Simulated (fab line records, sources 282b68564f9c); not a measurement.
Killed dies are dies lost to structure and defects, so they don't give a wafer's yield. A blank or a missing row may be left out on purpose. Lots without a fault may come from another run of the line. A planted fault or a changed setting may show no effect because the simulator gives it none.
Which tool did it? | flow rit_cmos | 15 lots, 45 wafers sampled, at 1 step of a route of 202

WHAT THE GAUGES READ, wafer by wafer
The record holds no reading of a measuring or inspecting step that can be judged against a usual standard deviation.

WHICH TOOL RAN EACH LOT (tool, then ch and the chambers of the sampled wafers, then the start)
lot  | RIT_M1_PEB_07
L984 | litho_track-03 ch 0, day 3 11:28
L985 | litho_track-02 ch 0, day 3 15:49
L986 | litho_track-01 ch 0, day 3 16:59
L987 | litho_track-03 ch 0, day 3 22:58
L988 | litho_track-02 ch 0, day 4 02:44
L989 | litho_track-01 ch 0, day 4 09:01
L990 | litho_track-03 ch 0, day 4 12:26
L991 | litho_track-01 ch 0, day 4 16:36
L994 | litho_track-02 ch 0, day 5 08:21
L996 | litho_track-02 ch 0, day 5 17:46
L997 | litho_track-01 ch 0, day 5 23:39
L999 | litho_track-01, day 6 09:50
L100 | litho_track-03, day 6 13:47
L101 | litho_track-01, day 6 21:19
L102 | litho_track-03 ch 0, day 7 01:23
- RIT_M1_PEB_07

WHAT THE TOOLS THEMSELVES READ (means of the sampled wafers that have a number; where no wafer has one, the mark that the record gives instead)
RIT_M1_PEB_07.
lot  | tool           | exhaust_pa (Pa)
L984 | litho_track-03 | 45.3
L985 | litho_track-02 | 44.5
L986 | litho_track-01 | 45.9
L987 | litho_track-03 | 46.1
L988 | litho_track-02 | 45.9
L989 | litho_track-01 | 46.0
L990 | litho_track-03 | 44.5
L991 | litho_track-01 | 45.0
L994 | litho_track-02 | 44.8
L996 | litho_track-02 | 45.0
L997 | litho_track-01 | 44.9
L999 | litho_track-01 | -
L100 | litho_track-03 | -
L101 | litho_track-01 | -
L102 | litho_track-03 | 45.3

THE ANSWER, worked out from the rows above alone
Rule: what is usual is taken from the lots themselves. Put in order of their means at a reading, lots are off if they are a third of the lots or fewer, leave a main group of 4 or more, and stand apart from it by a gap of 3 or more times the standard deviation of the main group's means; of several such gaps the widest counts. A main group whose means are all the same, to the digits that the tables above print for the reading, isn't used. A lot without any number at a reading at which 4 lots or more have one is off too. The other lots that the step has rows for count as sound. The gauges are gone through in route order, then the tools' own readings, and for those a lot's mean is taken as printed above. The first step at which some lot is off is used, and at that step the reading that is off furthest; a lot without a number counts as furthest.
Off: L999, L100, L101, at RIT_M1_PEB_07 (exhaust_pa). Without a number there: L999, L100, L101. The main group: mean 45.3 Pa, standard deviation 0.56.
A tool fits if, at that step or a process step before it, it ran every lot that is off, and no sound lot after the first of them. None of those tried fits.

WHAT THE SIMULATOR HAD PUT IN
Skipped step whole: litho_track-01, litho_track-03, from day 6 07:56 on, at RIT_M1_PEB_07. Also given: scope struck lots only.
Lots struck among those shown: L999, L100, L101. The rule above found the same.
